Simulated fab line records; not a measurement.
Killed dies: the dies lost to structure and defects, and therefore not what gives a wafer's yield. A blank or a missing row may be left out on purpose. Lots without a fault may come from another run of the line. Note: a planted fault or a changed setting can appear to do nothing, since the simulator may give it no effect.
A lot that was struck, set against a sound lot + flow ritCmos + 15 out of 202 route steps
Sound: the wafers L662.1, L662.5, L662.6. Struck: wafers L667.1, L667.2, L667.4. The cause is named last.
Each step with rows lists, per side, the tool, then ch with its chambers, then its first start. Under that, the readings that differ: sound wafers + struck wafers + difference of the means + sigmas: that difference in standard deviations of wafers without a fault.
alike: readings whose means differ by less than 2 such deviations, and words and numbers that are the same on both sides. not compared: withheld readings, readings that some wafer has no value for, bounds like >300 that may hide the same value, and numbers for which the record gives no deviation and whose values overlap.
The two part at a step that has a row with sigmas, a row that says differs or no value, or rows on one side only. Numbers that don't overlap but have no deviation are shown without sigmas and don't part them. A reading that every wafer of one side lacks parts them only if that side has two wafers or more.

first, 5 steps without rows for these wafers: RIT_M1_COAT_04 (resist thk 1300 nm); RIT_M1_SOFTBAKE_05 (time 60 s); RIT_M1_EXPOSE_06 (exposes mask M12, target cd 2600 nm); RIT_M1_PEB_07; RIT_M1_DEVELOP_08 (develop time 68 s).
RIT_M1_CD_MEAS_09: target cd 2600 nm.
  sound on cdSem-01, day 3 21:08; struck on cdSem-01, day 4 19:17
  alike: cdNm
RIT_M1_OVL_MEAS_10:
  sound on overlay-02, day 3 21:16; struck on overlay-01, day 4 19:25
  alike: M1_OVL
then, 1 step without rows for these wafers: RIT_M1_HARDBAKE_11 (time 120 s).
RIT_M1_METAL_ETCH_12: etches Al in Cl2/BCl3, stops on SiO2, time 165 s, target depth 600 nm.
  sound on rieMetal-01 ch 0,1, day 3 21:33; struck on rieMetal-02 ch 0,1, day 4 19:42
  alike: drypumpMotorCurrentA, oesProductAu, throttleValvePct
  not compared: rfHoursCounterH
then, 1 step without rows for these wafers: RIT_M1_STRIP_13 (strips in nmp, time 600 s).
RIT_M1_STRIP_14: strips in O2, time 180 s.
  sound on plasmaAsher-01 ch 0,1, day 3 21:53; struck on plasmaAsher-01 ch 0,1, day 4 20:02
  alike: drypumpMotorCurrentA
  not compared: rfHoursCounterH
RIT_M1_CD_MEAS_90: target cd 2600 nm.
  sound on cdSem-01, day 3 22:04; struck on cdSem-01, day 4 20:13
| reading   | sound          | struck         | difference | sigmas |
|-----------|----------------|----------------|------------|--------|
| cdNm (nm) | 2607 2607 2599 | 2596 2598 2598 | -7         | -2     |
RIT_M1_ANNEAL_15: time 1800 s.
  sound on furnace-02 ch 0, day 3 22:11; struck on furnace-02 ch 0, day 4 20:20
  alike: spikeTcCentreC
RIT_M1_BOW_MEAS_16:
  sound on filmMetro-01, day 3 23:41; struck on filmMetro-03, day 4 21:50
  alike: M1_BOW
RIT_M1_PROBE_99:
  sound on prober-01, day 3 23:48; struck on prober-02, day 4 21:57
| reading                                             | sound                | struck               | difference | sigmas |
|-----------------------------------------------------|----------------------|----------------------|------------|--------|
| killedAtContacts                                    | 0 0 0                | 0 1 1                | +1         | +3     |
| model.etest.nmos_0p15.junctionLog10AUm              | -13.62 -13.62 -13.68 | -10.91 -11.08 -11.2  | +2.58      |        |
| model.etest.nmosNarrow.offLog10AUm                  | -13.22 -13.1 -13.2   | -10.9 -11.08 -11.2   | +2.1       |        |
| model.etest.gateEndArray.leakLog10AUm               | -12.77 -12.86 -12.86 | -10.66 -10.85 -11.08 | +1.97      |        |
| model.etest.nmos_0p3.offLog10AUm                    | -12.9 -12.98 -13     | -10.91 -11.07 -11.2  | +1.90      |        |
| model.etest.pmos_0p15.junctionLog10AUm              | -13.74 -13.69 -13.75 | -11.91 -12.07 -12.2  | +1.67      |        |
| model.etest.contactDiodeArray.leakLog10A (angstrom) | -9.487 -9.514 -9.462 | -7.71 -7.625 -7.843  | +1.76      |        |
| model.etest.pmos_0p3.offLog10AUm                    | -13.01 -12.82 -12.95 | -11.88 -12.04 -12.15 | +0.90      |        |
| model.etest.selectEdgeDiodeN.leakLog10A (angstrom)  | -9.971 -10.04 -9.535 | -8.931 -9.063 -9.139 | +0.804     |        |
  alike: defectLimitedYield, killedAtFrontEnd, killedDies, killedOpen, killedShort, sort_bin_3_pad_short, sort_bin_5_function, sort_bin_6_memory, sortNPass, sortYieldPct

== WHERE THEY PART ==
First at RIT_M1_CD_MEAS_90; last, within this record, at RIT_M1_PROBE_99.

WHY: the cause the simulator had injected
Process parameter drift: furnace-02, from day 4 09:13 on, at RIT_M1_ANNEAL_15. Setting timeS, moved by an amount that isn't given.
